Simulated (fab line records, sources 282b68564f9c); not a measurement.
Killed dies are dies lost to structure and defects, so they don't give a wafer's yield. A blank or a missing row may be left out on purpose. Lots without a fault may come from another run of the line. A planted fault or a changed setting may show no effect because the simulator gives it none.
Tool commonality check | flow rit_cmos | 14 lots, 42 wafers sampled

WHY IT WAS OPENED
At RIT_NWELL_TW_MEAS_10 the reading NWELL_TW is flagged on 2 of 14 lots. Wafers without a fault read 2141, standard deviation 13.
Rule: a lot is flagged when every wafer of it that has a number lies more than 4 standard deviations from that mean, or none has a number. The other lots count as sound.

lot  | measured    | on            | NWELL_TW, wafer by wafer | flag
L289 | day 1 21:19 | film_metro-01 | 2131 2133 2128           |
L290 | day 2 05:05 | film_metro-01 | 2123 2114 2104           |
L291 | day 2 10:33 | film_metro-03 | 2143 2147 2152           |
L292 | day 2 19:02 | film_metro-04 | 2143 2155 2148           |
L293 | day 3 00:37 | film_metro-04 | 2146 2149 2161           |
L295 | day 3 09:12 | film_metro-04 | 2152 2147 2144           |
L296 | day 3 14:44 | film_metro-03 | 2143 2138 2142           |
L297 | day 3 16:48 | film_metro-04 | 2164 2154 2143           |
L298 | day 3 20:20 | film_metro-04 | 2214 2213 2223           | FLAGGED
L302 | day 4 20:12 | film_metro-03 | 2215 2220 2212           | FLAGGED
L307 | day 5 17:04 | film_metro-04 | 2149 2148 2149           |
L308 | day 5 21:46 | film_metro-03 | 2134 2129 2139           |
L311 | day 6 12:56 | film_metro-01 | 2124 2135 2139           |
L312 | day 6 19:40 | film_metro-04 | 2152 2137 2150           |
The numbers of the flagged lots are 2216 on average: +75 against the usual, or +6 standard deviations.

WHICH TOOL RAN EACH LOT
The record holds 1 process step before the reading, out of a route of 202 steps. In each cell: the tool, then ch and the chambers that the sampled wafers went through, then the start.
lot  | flag    | RIT_NWELL_IMPLANT_08
L289 |         | implanter-04 ch 0, day 1 21:00
L290 |         | implanter-01 ch 0, day 2 04:47
L291 |         | implanter-01 ch 0, day 2 10:13
L292 |         | implanter-04 ch 0, day 2 18:37
L293 |         | implanter-01 ch 0, day 3 00:19
L295 |         | implanter-02 ch 0, day 3 08:53
L296 |         | implanter-04 ch 0, day 3 14:25
L297 |         | implanter-02 ch 0, day 3 16:29
L298 | FLAGGED | implanter-02 ch 0, day 3 20:02
L302 | FLAGGED | implanter-02 ch 0, day 4 19:53
L307 |         | implanter-04 ch 0, day 5 16:46
L308 |         | implanter-04 ch 0, day 5 21:26
L311 |         | implanter-01 ch 0, day 6 12:37
L312 |         | implanter-01 ch 0, day 6 19:21
What these steps do:
- RIT_NWELL_IMPLANT_08
- RIT_NWELL_TW_MEAS_10

FLAGGED OVER TOTAL, TOOL BY TOOL (the gauges that took the reading come last)
step                 | tool          | lots run | flagged | share of the flagged lots | sound lots run after its first flagged lot
RIT_NWELL_IMPLANT_08 | implanter-01  | 5        | 0       | none                      | -
RIT_NWELL_IMPLANT_08 | implanter-02  | 4        | 2       | all                       | 0
RIT_NWELL_IMPLANT_08 | implanter-04  | 5        | 0       | none                      | -
RIT_NWELL_TW_MEAS_10 | film_metro-01 | 3        | 0       | none                      | -
RIT_NWELL_TW_MEAS_10 | film_metro-03 | 4        | 1       | some                      | 1 (L308)
RIT_NWELL_TW_MEAS_10 | film_metro-04 | 7        | 1       | some                      | 2 (L307,L312)

WHAT THE TABLE ALLOWS
1 row of the table ran every flagged lot: implanter-02 at RIT_NWELL_IMPLANT_08.
- implanter-02 at RIT_NWELL_IMPLANT_08: 2 of its 4 lots flagged. Its last sound lot is L297 (day 3 16:29), its first flagged lot L298 (day 3 20:02): a fault that began between those two fits. Its own readings lie more than 4 standard deviations out on every wafer of the flagged lots: end_station_pressure_torr.
One tool is left: implanter-02 at RIT_NWELL_IMPLANT_08.

WHAT THE SIMULATOR HAD PUT IN
Process parameter drift: implanter-02, from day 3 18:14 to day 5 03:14, at RIT_NWELL_IMPLANT_08. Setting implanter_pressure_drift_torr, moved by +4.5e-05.
Process parameter drift: implanter-02, from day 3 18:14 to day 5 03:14, at RIT_NWELL_IMPLANT_08. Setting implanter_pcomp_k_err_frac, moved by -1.
Lots struck among those shown: L298, L302. The rule above found the same.
